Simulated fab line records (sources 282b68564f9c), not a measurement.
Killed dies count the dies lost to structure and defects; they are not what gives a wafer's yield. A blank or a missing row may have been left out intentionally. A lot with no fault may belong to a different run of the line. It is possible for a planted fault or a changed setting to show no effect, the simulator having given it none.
What tool caused it? ; flow rit_cmos ; Sampling: 14 lots, 42 wafers, 3 of 202 route steps

== WHAT EACH GAUGE READ, for each wafer ==
RIT_SILICIDE_RS_MEAS_02: uses a four-point probe to measure. Usual: for SILICIDE_TI_RS the level is 47.8 ohm/sq and the standard deviation is 0.75.
lot;measured;on;SILICIDE_TI_RS (ohm/sq);flag
L244;day 3 08:19;film_metro-03;47.4 47.1 47.9;
L245;day 3 15:46;film_metro-03;47.5 46.9 47.6;
L247;day 3 21:24;film_metro-03;47.9 47.3 47.9;
L248;day 4 03:25;film_metro-04;48.7 48.3 49.1;
L249;day 4 07:59;film_metro-04;48.1 48.2 47.6;
L250;day 4 12:23;film_metro-03;49.6 48.2 48.5;
L251;day 4 14:38;film_metro-02;47.7 47.4 48.1;
L252;day 5 01:17;film_metro-02;47.0 48.0 47.9;
L253;day 5 04:34;film_metro-02;46.4 47.2 46.7;
L254;day 5 06:14;film_metro-03;49.3 49.4 49.2;
L259;day 6 10:14;film_metro-04;41.9 42.7 42.4;OFF
L261;day 6 20:13;film_metro-04;42.5 42.1 42.1;OFF
L264;day 7 08:04;film_metro-04;48.8 49.0 47.9;
L266;day 7 22:25;film_metro-02;47.5 47.5 48.5;

RIT_SILICIDE_THK_MEAS_03: measures by xrf. Usual: for SILICIDE_TI_THK the level is 30.0 nm and the standard deviation is 0.45.
lot;measured;on;SILICIDE_TI_THK (nm);flag
L244;day 3 08:26;film_metro-03;30.3 30.3 30.0;
L245;day 3 15:53;film_metro-03;30.2 30.6 30.1;
L247;day 3 21:31;film_metro-03;30.0 30.2 30.0;
L248;day 4 03:31;film_metro-04;29.4 29.7 29.1;
L249;day 4 08:06;film_metro-04;29.6 29.8 30.0;
L250;day 4 12:29;film_metro-03;29.0 29.5 29.5;
L251;day 4 14:45;film_metro-02;30.2 30.1 29.9;
L252;day 5 01:24;film_metro-02;30.6 30.1 30.1;
L253;day 5 04:41;film_metro-02;30.9 30.4 30.7;
L254;day 5 06:22;film_metro-03;29.2 29.1 29.3;
L259;day 6 10:20;film_metro-04;33.3 33.0 32.9;OFF
L261;day 6 20:19;film_metro-04;32.8 33.1 33.2;OFF
L264;day 7 08:11;film_metro-04;29.5 29.3 29.8;
L266;day 7 22:32;film_metro-02;30.3 30.3 29.8;

== WHICH TOOL RAN EACH LOT (tool, then ch and the chambers of the sampled wafers, then the start) ==
lot;RIT_SILICIDE_SPUTTER_01
L244;pvd_sputter-01, day 3 08:10
L245;pvd_sputter-02, day 3 15:37
L247;pvd_sputter-02, day 3 21:15
L248;pvd_sputter-01, day 4 03:14
L249;pvd_sputter-03, day 4 07:50
L250;pvd_sputter-01, day 4 12:13
L251;pvd_sputter-02, day 4 14:29
L252;pvd_sputter-01, day 5 01:08
L253;pvd_sputter-03, day 5 04:25
L254;pvd_sputter-01, day 5 06:05
L259;pvd_sputter-03, day 6 10:04
L261;pvd_sputter-03, day 6 20:02
L264;pvd_sputter-01, day 7 07:55
L266;pvd_sputter-01, day 7 22:16
- RIT_SILICIDE_SPUTTER_01: material Ti, target thk 30 nm, time 240 s.

== AS READ BY THE TOOLS THEMSELVES (means over the sampled wafers that have a number; for cases with no such wafer, the mark the record gives instead) ==
RIT_SILICIDE_SPUTTER_01. Usual: cathode_dc_power_W 349.99 W, standard deviation 0.061; throttle_valve_pct 30.1 %, standard deviation 0.83.
lot;tool;cathode_dc_power_W (W);throttle_valve_pct (%);flag
L244;pvd_sputter-01;350.01;30.0;
L245;pvd_sputter-02;349.98;30.7;
L247;pvd_sputter-02;350.00;30.6;
L248;pvd_sputter-01;349.98;29.7;
L249;pvd_sputter-03;349.98;29.8;
L250;pvd_sputter-01;349.92;29.7;
L251;pvd_sputter-02;350.04;30.9;
L252;pvd_sputter-01;349.94;29.8;
L253;pvd_sputter-03;350.04;30.1;
L254;pvd_sputter-01;350.02;29.0;
L259;pvd_sputter-03;385.96;30.5;OFF
L261;pvd_sputter-03;386.00;30.1;OFF
L264;pvd_sputter-01;349.96;29.9;
L266;pvd_sputter-01;349.97;30.5;

== THE ANSWER, worked out from the rows above alone ==
Rule: a lot counts as off when the mean over its wafers that have a number is more than 3 standard deviations away from the usual mean. A lot without any number at a reading at which 4 lots or more have one is off too. Where the step has rows for the other lots, those lots are counted as sound. First the gauges in route order, then the tools' own readings, where a lot's mean is used as printed above. At the first step where some lot is off, the reading lying furthest off is the one used; lots without a number count as furthest.
Off: at RIT_SILICIDE_RS_MEAS_02 (SILICIDE_TI_RS), L259, L261.
If a tool, at a process step before that reading, ran all the lots that are off and no sound lot after the first of them, it fits. Not tried: the gauges at RIT_SILICIDE_RS_MEAS_02; whatever is off there is also off at RIT_SILICIDE_SPUTTER_01, on other tools, and gauge error can't account for it. One candidate fits, namely pvd_sputter-03 at RIT_SILICIDE_SPUTTER_01. A fault onset in the window from L253 (day 5 04:25, its last sound lot) to L259 (day 6 10:04, its first lot off) fits.
The tool's own readings at RIT_SILICIDE_SPUTTER_01 bear it out: on the lots that are off they differ by more than 5 times the standard deviation of the sound lots' means. cathode_dc_power_W reads 385.98 W there against 349.99 W on the sound lots.

== WHAT WAS PUT IN BY THE SIMULATOR ==
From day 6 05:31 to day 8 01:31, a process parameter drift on pvd_sputter-03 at RIT_SILICIDE_SPUTTER_01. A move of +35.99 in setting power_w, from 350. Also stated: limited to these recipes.
Lots struck among those shown: L259, L261. The same result came from the rule above.
